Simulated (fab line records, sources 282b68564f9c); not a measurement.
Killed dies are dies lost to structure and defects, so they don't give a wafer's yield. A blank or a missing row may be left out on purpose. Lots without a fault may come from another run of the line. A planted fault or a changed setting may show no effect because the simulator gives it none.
fab line records | flow rit_cmos
record lots=5 wafers=15 last_day=7
route steps=202 shown ACTIVE@13 FOX1@20 FOX2@23 M1@202
lots that met no fault: from a run of the same line without faults
start_h: hours from the record's first day to the start of the lot's first wafer shown | wait_h: hours since the lot's step before | " the same as in the row above | L1.1+2: a row that stands for several wafers | - no value, or no start given | * or withheld: withheld | < > ~ a bound
route shown NAME@n: a module of which the file shows steps, and the number in the route of the first | usual: mean/standard deviation of fault-free wafers | same: alike in all rows | chamber/n: place in a boat | sites: the reading at each site | _std_site: their standard deviation | _edge_site: outer sites' mean less inner sites' | radius_mm: how far each site lies from the wafer's centre | mask NAME#n: copy n | behind: the tool/chamber that last shaped the wafer | hold: why the lot was held/for how many hours/how that ended | device: the transistor (n, p or np) that didn't switch | end of line: the same wafers' tests at the end of the route | a step without rows: its recipe alone | killed: dies lost to structure and defects at the first sort, not the wafer's yield | map: a wafer's dies, x killed, . not, _ none there
set.NAME: the setting as run; set.NAME@STEP: as run at that earlier step | model.NAME: the simulator's own value behind a step, which no gauge read
lots at some steps of the route; a table a step, a row a wafer
services: from which hour (start_h, from the record's first day; less than 0 if before it) a tool's chamber was out of use, for how many hours, and why
## steps
# step RIT_ACTIVE_HARDBAKE_12
# recipe resist=NOVOLAK temp_c=140 time_s=60
# step RIT_ACTIVE_ETCH_13
# recipe stop_on=SiO2 chemistry=SF6 target=Si3N4 time_s=210 over_etch_frac=0.4 SF6_flow_sccm=200 pressure_mtorr=271.2 rf_w=125 target_depth_a=2100
# usual drypump_motor_current_A=5.7/0.43 oes_product_au=0.818/0.014 throttle_valve_pct=7.32/0.08
# same time_s=210
# columns lot.wafer tool chamber start_h wait_h drypump_motor_current_A oes_product_au rf_hours_counter_h throttle_valve_pct
L560.1 rie_diel-04 3 74.83 0.1 5.6 0.841 99 7.25
L560.4 " 2 " " 5.8 0.816 29 7.14
L560.5 " 0 " " 4.8 0.829 - 7.32
L563.1 rie_diel-03 2 89.83 0.1 5.5 0.817 7 7.33
L563.3 " 3 " " 5.7 0.795 125 7.36
L563.4 " 1 " " 6.3 0.830 84 7.38
L569.2 rie_diel-01 2 119.71 0.1 6.2 0.833 75 7.38
L569.3 " 1 " " 5.3 0.827 26 7.23
L569.5 " 1 " " 5.3 0.816 - 7.23
L570.1 rie_diel-01 2 125.54 0.1 6.2 0.837 75 7.38
L570.4 " 1 " " 5.3 0.824 26 7.23
L570.5 " 0 " " 5.6 0.822 - 7.37
L571.3 rie_diel-03 2 129.90 0.1 5.6 0.821 7 7.32
L571.4 " 0 " " 5.7 0.819 3 7.30
L571.6 " 1 " " 6.3 0.820 - 7.38
# step RIT_ACTIVE_STRIP_14
# recipe chemistry=O2 time_s=180 resist=NOVOLAK platen_temp_c=withheld power_w=500 pressure_mtorr=4000 o2_flow_sccm=4000
# usual drypump_motor_current_A=5.6/0.36
# same time_s=180
# columns lot.wafer tool chamber start_h wait_h drypump_motor_current_A rf_hours_counter_h
L560.1 plasma_asher-01 1 74.97 0.1 6.2 42
L560.4 " 1 " " 6.2 -
L560.5 " 0 " " 5.4 -
L563.1 plasma_asher-02 1 89.97 0.1 5.7 44
L563.3 " 1 " " 5.7 -
L563.4 " 0 " " 5.3 -
L569.2 plasma_asher-02 1 119.84 0.1 5.7 0
L569.3 " 0 " " 5.3 -
L569.5 " 1 " " 5.7 -
L570.1 plasma_asher-04 1 125.68 0.1 5.5 34
L570.4 " 1 " " 5.5 -
L570.5 " 1 " " 5.6 -
L571.3 plasma_asher-02 0 130.09 0.1 5.3 -
L571.4 " 1 " " 5.7 -
L571.6 " 1 " " 5.7 -
# step RIT_ACTIVE_CD_MEAS_90
# recipe target_cd_nm=1400
# usual cd_nm=1400.0/2.3
# columns lot.wafer tool chamber start_h wait_h cd_nm
L560.1 cd_sem-02 - 75.14 0.1 1401.7
L560.4 " - " " 1400.8
L560.5 " - " " 1404.7
L563.1 cd_sem-02 - 90.14 0.1 1398.1
L563.3 " - " " 1396.4
L563.4 " - " " 1396.3
L569.2 cd_sem-02 - 120.04 0.1 1399.5
L569.3 " - " " 1398.8
L569.5 " - " " 1400.1
L570.1 cd_sem-02 - 125.85 0.1 1400.3
L570.4 " - " " 1400.2
L570.5 " - " " 1398.3
L571.3 cd_sem-02 - 130.25 0.1 1399.0
L571.4 " - " " 1400.1
L571.6 " - " " 1401.5
# step RIT_ACTIVE_CLEAN_15
# recipe chemistry=SC1 mix=3:3:50 time_s=600 temp_c=75
# step RIT_ACTIVE_CLEAN_16
# recipe chemistry=dHF dilution=50:1 time_s=30
# step RIT_ACTIVE_CLEAN_17
# recipe chemistry=SC2 mix=3:3:50 time_s=600 temp_c=75 dry=n2_spin
# step RIT_FOX1_OXIDATION_00
# recipe temp_c=1100 ambient=H2O target_thk_a=3507 p_h2o_torr=720 ox_time_s=1130
# step RIT_FOX1_THK_MEAS_01
# recipe reads=SiO2_of_FOX1_OXIDATION_00
# usual FOX1_OXIDE_THK=354/7.8
# columns lot.wafer tool chamber start_h wait_h FOX1_OXIDE_THK[nm]
L560.1 film_metro-02 - 76.95 0.0 351
L560.4 " - " " 361
L560.5 " - " " 356
L563.1 film_metro-01 - 92.33 0.0 354
L563.3 " - " " 356
L563.4 " - " " 355
L569.2 film_metro-02 - 121.83 0.0 350
L569.3 " - " " 354
L569.5 " - " " 354
L570.1 film_metro-02 - 127.67 0.0 358
L570.4 " - " " 362
L570.5 " - " " 362
L571.3 film_metro-02 - 132.03 0.0 369
L571.4 " - " " 358
L571.6 " - " " 367
# step RIT_FOX1_WET_ETCH_02
# recipe chemistry=BOE target_depth_nm=350 time_s=390 temp_c=21.5 dry=n2_spin dilution=10:1 target=SiO2
# step RIT_FOX2_OXIDATION_00
# recipe temp_c=1100 ambient=H2O target_thk_a=3507 p_h2o_torr=720 ox_time_s=1130
# step RIT_FOX2_THK_MEAS_01
# recipe reads=SiO2_of_FOX2_OXIDATION_00
# usual FOX2_OXIDE_THK=353/7.2
# columns lot.wafer tool chamber start_h wait_h FOX2_OXIDE_THK[nm]
L560.1 film_metro-01 - 78.44 0.0 351
L560.4 " - " " 345
L560.5 " - " " 348
L563.1 film_metro-01 - 93.89 0.0 350
L563.3 " - " " 344
L563.4 " - " " 350
L569.2 film_metro-03 - 123.38 0.0 371
L569.3 " - " " 368
L569.5 " - " " 367
L570.1 film_metro-01 - 129.16 0.0 348
L570.4 " - " " 345
L570.5 " - " " 341
L571.3 film_metro-04 - 133.53 0.0 361
L571.4 " - " " 357
L571.6 " - " " 355
# step RIT_FOX2_CLEAN_02
# recipe chemistry=dHF dilution=50:1 time_s=180
# usual run_length_s=208/3.8
# columns lot.wafer tool chamber start_h wait_h run_length_s
L560.1 wet_bench-03 0 78.50 0.1 214
L560.4 " 0 " " 214
L560.5 " 0 " " 214
L563.1 wet_bench-02 0 93.95 0.1 214
L563.3 " 0 " " 214
L563.4 " 0 " " 214
L569.2 wet_bench-02 2 123.43 0.0 164
L569.3 " 2 " " 164
L569.5 " 2 " " 164
L570.1 wet_bench-04 2 129.22 0.1 207
L570.4 " 2 " " 207
L570.5 " 2 " " 207
L571.3 wet_bench-02 3 133.57 0.0 206
L571.4 " 3 " " 206
L571.6 " 3 " " 206
# step RIT_FOX2_WET_ETCH_03
# recipe chemistry=H3PO4 target=Si3N4 target_depth_nm=195 temp_c=165 time_s=2700
# step RIT_M1_PROBE_99
# usual killed_at_contacts=0.1/0.24 killed_at_front_end=7.1/2.8 killed_dies=7.2/2.8 killed_open=3.6/2.1 killed_short=3.6/1.9
# same gross_dies=264 killed_at_M0_to_M3=0 killed_at_M4_up=0 killed_at_back_side=0 killed_at_other=0
# columns lot.wafer tool chamber start_h wait_h killed_at_contacts killed_at_front_end killed_dies killed_open killed_short
L560.1 prober-02 - 116.27 0.1 1 10 11 9 2
L560.4 prober-02 - 116.42 0.2 0 9 9 4 5
L560.5 prober-02 - 116.47 0.2 0 11 11 3 8
L563.1 prober-01 - 133.09 0.1 0 5 5 1 4
L563.3 prober-01 - 133.19 0.2 0 6 6 6 0
L563.4 prober-01 - 133.24 0.2 0 10 10 4 6
L569.2 prober-01 - 161.93 0.1 0 11 11 7 4
L569.3 prober-01 - 161.98 0.2 0 5 5 2 3
L569.5 prober-01 - 162.08 0.2 0 4 4 3 1
L570.1 prober-02 - 167.91 0.1 0 7 7 4 3
L570.4 prober-02 - 168.06 0.2 0 7 7 1 6
L570.5 prober-02 - 168.11 0.2 0 9 9 5 4
L571.3 prober-02 - 178.77 0.2 1 7 8 6 2
L571.4 prober-02 - 178.82 0.2 0 13 13 8 5
L571.6 prober-02 - 178.92 0.2 0 7 7 4 3
# killed by level:class
L560.1 FOX1:geometric_particle:open=5 GATE:geometric_particle:short=1 REOX:geometric_particle:open=1 REOX:geometric_particle:short=1 SPACER:geometric_particle:open=1 SILICIDE:geometric_particle:open=1 CONTACT:geometric_particle:open=1
L560.4 GATE:geometric_particle:short=2 SILICIDE:geometric_particle:short=2 SILICIDE:geometric_particle:open=2 FOX2:geometric_particle:short=1 FOX2:geometric_particle:open=1 GATE:geometric_particle:open=1
L560.5 SILICIDE:geometric_particle:open=3 SILICIDE:geometric_particle:short=3 FOX2:geometric_particle:short=2 FOX1:geometric_particle:short=1 REOX:geometric_particle:short=1 SPACER:geometric_particle:short=1
L563.1 GATE:geometric_particle:short=2 FOX2:geometric_particle:short=1 GATE:geometric_particle:open=1 REOX:geometric_particle:short=1
L563.3 ACTIVE:geometric_particle:open=2 SILICIDE:geometric_particle:open=2 FOX1:geometric_particle:open=1 GATE:geometric_particle:open=1
L563.4 GATE:geometric_particle:open=4 GATE:geometric_particle:short=2 SPACER:geometric_particle:short=2 FOX1:geometric_particle:short=1 REOX:geometric_particle:short=1
L569.2 GATE:geometric_particle:open=4 GATE:geometric_particle:short=3 FOX1:geometric_particle:open=2 REOX:geometric_particle:open=1 SILICIDE:geometric_particle:short=1
L569.3 GATE:geometric_particle:open=2 GATE:geometric_particle:short=1 SPACER:geometric_particle:short=1 SILICIDE:geometric_particle:short=1
L569.5 FOX1:geometric_particle:short=1 REOX:geometric_particle:open=1 SPACER:geometric_particle:open=1 SILICIDE:geometric_particle:open=1
L570.1 REOX:geometric_particle:open=2 FOX1:geometric_particle:open=1 FOX1:geometric_particle:short=1 GATE:geometric_particle:open=1 GATE:geometric_particle:short=1 SPACER:geometric_particle:short=1
L570.4 FOX2:geometric_particle:short=2 GATE:geometric_particle:short=2 FOX1:geometric_particle:short=1 GATE:geometric_particle:open=1 SPACER:geometric_particle:short=1
L570.5 REOX:geometric_particle:open=3 FOX2:geometric_particle:short=2 FOX1:geometric_particle:open=1 GATE:geometric_particle:short=1 REOX:geometric_particle:short=1 SPACER:geometric_particle:open=1
L571.3 FOX2:geometric_particle:open=2 SPACER:geometric_particle:open=2 FOX1:geometric_particle:short=1 GATE:geometric_particle:short=1 GATE:geometric_particle:open=1 CONTACT:geometric_particle:open=1
L571.4 FOX2:geometric_particle:open=4 FOX1:geometric_particle:short=2 GATE:geometric_particle:short=2 GATE:geometric_particle:open=2 REOX:geometric_particle:open=2 FOX2:geometric_particle:short=1
L571.6 ACTIVE:geometric_particle:open=1 FOX1:geometric_particle:open=1 GATE:geometric_particle:open=1 GATE:geometric_particle:short=1 SPACER:geometric_particle:short=1 SILICIDE:geometric_particle:short=1 SILICIDE:geometric_particle:open=1
## services
# columns tool chamber start_h hours kind
plasma_asher-04 - 55.52 12.9 repair
plasma_asher-01 - 61.46 1.8 repair
rie_diel-04 1 93.59 5.7 repair
rie_diel-03 0 99.66 7.5 repair
plasma_asher-02 - 108.75 9.0 pm
plasma_asher-02 0 108.75 9.0 vent_cycle
plasma_asher-02 1 108.75 9.0 vent_cycle
rie_diel-04 0 115.14 22.4 repair
plasma_asher-02 0 117.75 - clean
plasma_asher-02 1 117.75 - clean
rie_diel-01 3 118.27 4.3 repair
plasma_asher-01 - 128.92 8.7 repair
## key
first_sign step=RIT_FOX2_CLEAN_02 reading=run_length_s direction=down sigmas=12 usual=* struck=*
effect none on later readings
met_at RIT_FOX2_CLEAN_02
struck_wafers L569.2,L569.3,L569.5
tester_left_out L569
fault kind=process_parameter_drift tool=wet_bench-02 chamber=2 onset_h=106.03 steps=RIT_FOX2_CLEAN_02 channel=time_s offset=* shape=step end_h=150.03 acts_in=* stated=*
# tester_left_out: of these lots the tester's yield and bins aren't shown, on N5 and GAA mostly nor the transistor test; their killed dies are dies lost to structure and defects alone, not to doping, threshold or leakage, so they don't give the yield
